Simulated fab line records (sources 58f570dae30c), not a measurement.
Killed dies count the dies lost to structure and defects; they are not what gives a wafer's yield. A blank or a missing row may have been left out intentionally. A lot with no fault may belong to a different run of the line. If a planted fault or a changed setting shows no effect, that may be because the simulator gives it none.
Which of the tools did it? ; flow berkeley_cmos170 ; 45 wafers from 15 lots sampled at 5 of the route's 331 steps

## WHAT THE GAUGES READ, wafer by wafer
UCB170_PWELL_TW_MEAS_17.
lot;measured;on;PWELL_TW
L226;day 3 13:07;film_metro-02;376.5 375.2 374.8
L228;day 4 02:02;film_metro-04;381.8 378.7 379.5
L229;day 4 02:18;film_metro-02;380.1 378.3 374.3
L231;day 4 15:31;film_metro-03;377.8 378.2 376.8
L234;day 5 04:51;film_metro-04;378.9 377.2 378.5
L239;day 5 21:33;film_metro-03;374.8 374.8 376.2
L237;day 5 21:55;film_metro-03;376.2 375.1 374.9
L236;day 5 22:11;film_metro-03;375.5 376.2 376.3
L240;day 6 05:35;film_metro-03;376.2 377.0 377.9
L243;day 7 02:51;film_metro-04;380.2 378.2 378.6
L244;day 7 02:56;film_metro-03;379.0 379.8 378.3
L242;day 7 03:23;film_metro-04;378.8 379.6 382.1
L248;day 7 15:52;film_metro-02;376.2 376.8 375.1
L247;day 7 16:09;film_metro-03;379.4 377.3 379.3
L246;day 7 16:15;film_metro-04;383.2 380.6 382.1

UCB170_WELLDRIVE_THK_MEAS_02.
lot;measured;on;WELLDRIVE_OXIDE_THK (nm)
L226;day 4 03:00;film_metro-04;201 205 204
L228;day 4 15:27;film_metro-04;196 200 200
L229;day 4 15:23;film_metro-04;196 196 200
L231;day 5 03:53;film_metro-04;198 197 195
L234;day 5 16:43;film_metro-02;199 199 202
L239;day 6 11:17;film_metro-04;201 200 201
L237;day 6 11:10;film_metro-04;197 201 197
L236;day 6 11:13;film_metro-04;198 197 198
L240;day 6 20:18;film_metro-04;193 192 192
L243;day 7 15:10;film_metro-04;202 208 203
L244;day 7 15:11;film_metro-02;207 203 199
L242;day 7 15:13;film_metro-04;195 199 196
L248;day 8 03:36;film_metro-04;199 200 202
L247;day 8 03:37;film_metro-01;196 195 195
L246;day 8 03:38;film_metro-02;198 199 199

UCB170_NVT_TW_MEAS_09.
lot;measured;on;NVT_TW
L226;day 6 08:47;film_metro-03;523 526 524
L228;day 7 05:35;film_metro-01;514 514 516
L229;day 7 05:10;film_metro-04;528 529 526
L231;day 7 13:29;film_metro-03;525 525 527
L234;day 7 22:46;film_metro-04;527 530 530
L239;day 8 19:56;film_metro-03;526 526 526
L237;day 8 20:20;film_metro-03;525 523 524
L236;day 8 20:08;film_metro-04;530 529 527
L240;day 9 06:50;film_metro-01;561 563 564 565 566 562
L243;day 9 17:31;film_metro-04;529 530 528
L244;day 9 17:36;film_metro-03;567 571 569 570 568 567
L242;day 9 17:16;film_metro-01;562 564 563 561 563 564
L248;day 10 11:00;film_metro-01;516 514 515
L247;day 10 10:07;film_metro-04;527 526 526
L246;day 10 10:24;film_metro-04;527 526 525

UCB170_PVT_OVL_MEAS_06.
lot;measured;on;PVT_OVL (nm)
L226;day 6 10:24;overlay-02;-7 -4 -3
L228;day 7 09:04;overlay-02;-15 -10 -11
L229;day 7 09:20;overlay-02;2 -4 0
L231;day 7 15:08;overlay-01;-2 -7 4
L234;day 8 03:11;overlay-01;7 4 3
L239;day 8 21:53;overlay-02;-4 -9 -11
L237;day 8 22:20;overlay-02;-11 -9 -7
L236;day 8 22:00;overlay-02;-2 -1 -4
L240;day 9 12:59;overlay-01;-6 -10 -11
L243;day 9 19:07;overlay-02;-7 -10 -4
L244;day 9 21:02;overlay-01;-1 -3 4
L242;day 10 00:48;overlay-01;-3 -6 7
L248;day 10 13:59;overlay-01;3 2 3
L247;day 10 13:19;overlay-01;3 6 3
L246;day 10 13:26;overlay-02;-11 -7 -10

## EACH LOT AND THE TOOL THAT RAN IT (in order: tool; ch and the chambers of the sampled wafers; start)
lot;UCB170_NVT_IMPLANT_07
L226;implanter-03 ch 0, day 6 08:32
L228;implanter-04 ch 0, day 7 05:20
L229;implanter-04 ch 0, day 7 04:55
L231;implanter-04 ch 0, day 7 13:15
L234;implanter-04 ch 0, day 7 22:31
L239;implanter-03 ch 0, day 8 19:42
L237;implanter-03 ch 0, day 8 20:05
L236;implanter-04 ch 0, day 8 19:53
L240;implanter-03 ch 0, day 9 06:37
L243;implanter-02 ch 0, day 9 17:16
L244;implanter-03 ch 0, day 9 17:23
L242;implanter-03 ch 0, day 9 16:59
L248;implanter-04 ch 0, day 10 10:45
L247;implanter-04 ch 0, day 10 09:54
L246;implanter-04 ch 0, day 10 10:09
- UCB170_NVT_IMPLANT_07

## AS READ BY THE TOOLS THEMSELVES (means over the sampled wafers that have a number; for cases with no such wafer, the mark the record gives instead)
UCB170_NVT_IMPLANT_07.
lot;tool;dose_ions_cm2;faraday_current_uA
L226;implanter-03;3e+12;9.47
L228;implanter-04;3e+12;9.66
L229;implanter-04;3e+12;9.43
L231;implanter-04;3e+12;9.30
L234;implanter-04;3e+12;9.58
L239;implanter-03;3e+12;9.43
L237;implanter-03;3e+12;9.64
L236;implanter-04;3e+12;9.56
L240;implanter-03;4e+12;12.50
L243;implanter-02;3e+12;9.52
L244;implanter-03;4e+12;12.35
L242;implanter-03;4e+12;12.67
L248;implanter-04;3e+12;9.51
L247;implanter-04;3e+12;9.66
L246;implanter-04;3e+12;9.54

## THE ANSWER, worked out from the rows above alone
Rule: the lots themselves supply what counts as usual. The widest of any qualifying gaps counts: lots, ordered by their means at a reading, are off when they make up no more than a third of the lots, leave a main group of 4 or more, and stand apart from it by 3 or more times the standard deviation of that group's means. If all means in a main group match to the digits the tables above print for the reading, that group is not used. A lot without any number at a reading at which 4 lots or more have one is off too. Where the step has rows for the other lots, those lots are counted as sound. Order of review: gauges by route order, followed by the tools' own readings, for which a lot's mean as printed above is used. At the first step where some lot is off, the reading lying furthest off is the one used; lots without a number count as furthest.
Off: L240, L244, L242, seen at UCB170_NVT_TW_MEAS_09 (NVT_TW). The main group has a mean of 525 with a standard deviation of 4.7.
If a tool, at a process step before that reading, ran all the lots that are off and no sound lot after the first of them, it fits. Not tried: the gauges at UCB170_NVT_TW_MEAS_09; whatever is off there is also off at UCB170_NVT_IMPLANT_07, on other tools, and gauge error can't account for it. One fits: UCB170_NVT_IMPLANT_07 on implanter-03. Its last sound lot is L237 (day 8 20:05), its first lot that is off L240 (day 9 06:37): a fault that began between those two fits.
The tool's own readings at UCB170_NVT_IMPLANT_07 bear it out: on the lots that are off they differ by more than 5 times the standard deviation of the sound lots' means. dose_ions_cm2 reads 4e+12 there against 3e+12 on the sound lots; faraday_current_uA reads 12.51 there against 9.53 on the sound lots.

## WHAT WAS PUT IN BY THE SIMULATOR
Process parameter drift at UCB170_NVT_IMPLANT_07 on implanter-03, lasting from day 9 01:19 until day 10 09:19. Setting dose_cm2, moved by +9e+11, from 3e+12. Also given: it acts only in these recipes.
Struck lots among those shown: L240, L244, L242. The rule given above showed the same thing.
